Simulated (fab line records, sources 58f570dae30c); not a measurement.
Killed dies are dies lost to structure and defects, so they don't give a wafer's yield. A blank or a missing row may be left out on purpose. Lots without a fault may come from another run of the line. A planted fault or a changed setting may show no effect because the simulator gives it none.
Problem report in the 8D (eight disciplines) form, filled by code | flow berkeley_cmos170 | the parts of the form that need people (team, actions taken, sign-off) are left out

1. THE PROBLEM
cd_nm at UCB170_PSD_CD_MEAS_06 reads a mean of 1190.8 nm on 6 wafers of 2 lots; wafers without a fault read 1199.9 nm with a standard deviation of 1.7. That is -5.4 standard deviations from the usual mean.
The step: target cd 1200 nm.
First seen on wafer L645.2, day 12 08:01, on cd_sem-02. The record holds 42 wafers of 14 lots with a number at this step. Rule for "out", or "out of limits": more than 4 standard deviations from the usual mean. The other wafers with a number count as sound.

2. WHAT IT IS AND WHAT IT IS NOT
question                    | is                     | is not
which readings at this step | cd_nm                  | -
which lots                  | L645, L649             | L628, L629, L630, L632, L633, L634, L635, L636, L638, L639, L646, L651
which wafers of those lots  | all that have a number | -
read on which gauges        | cd_sem-02              | cd_sem-01
when                        | from day 12 08:01      | up to then (33 sound wafers); but 3 sound wafers of L651 came after

3. SUSPECTS, AND WHAT RULES EACH OUT
Counting: a tool at a process step up to the reading stays a suspect if it ran every lot that is out and no sound lot after the first of them.
- the gauge at UCB170_PSD_CD_MEAS_06: ruled out. All the wafers that are out were read on cd_sem-02, but those of them that UCB170_PSD_PEB_04 has rows for are out there too, on other tools.
- litho_track-01 at UCB170_PSD_PEB_04: kept. It ran every lot that is out, first L645 (day 12 07:44), and no sound lot after that; its last sound lot up to then is L638 (day 10 06:49). Its own readings are out on those wafers: heater_power_total_W.
Left after counting: litho_track-01 at UCB170_PSD_PEB_04.

4. THE CAUSE (what the simulator had put in)
Process parameter drift: litho_track-01, from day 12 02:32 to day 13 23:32, at UCB170_PSD_PEB_04. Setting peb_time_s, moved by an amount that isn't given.
Counting left only this tool.

5. THE CHAIN OF EFFECTS, in route order
Each row: a reading whose mean over the struck wafers that have a number lies more than 3 standard deviations from the usual. Only readings for which the record gives a usual standard deviation are gone through. hours: the time from each lot's start at the first step in this table that gives one to its start at this step, as a median over the lots. sigmas: the change in usual standard deviations.
hours | step                  | reading              | usual     | on struck wafers | change | sigmas
0     | UCB170_PSD_PEB_04     | heater_power_total_W | 56.80 W   | 59.46            | +2.66  | +59
0     | UCB170_PSD_CD_MEAS_06 | cd_nm                | 1199.9 nm | 1190.8           | -9.1   | -5.4
The process steps in it:
- UCB170_PSD_PEB_04
Later measuring or inspecting steps at which every struck wafer that the step has a row for has a number for every such reading, and none has moved that far: UCB170_NSD_OVL_MEAS_07.

6. WHAT WOULD HAVE CAUGHT IT SOONER
In this record the first reading out of limits at a measuring or inspecting step was taken at day 12 08:01, 5 hours after the fault began at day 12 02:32.
The tool's own readings at UCB170_PSD_PEB_04 were out on every struck wafer that the step has a row for (heater_power_total_W): an alarm limit on them would have fired on the first of those.
Of the lots that are out (2), L649 began UCB170_PSD_PEB_04 on litho_track-01 after day 12 08:01. A hold on the tool at that time would have spared it.
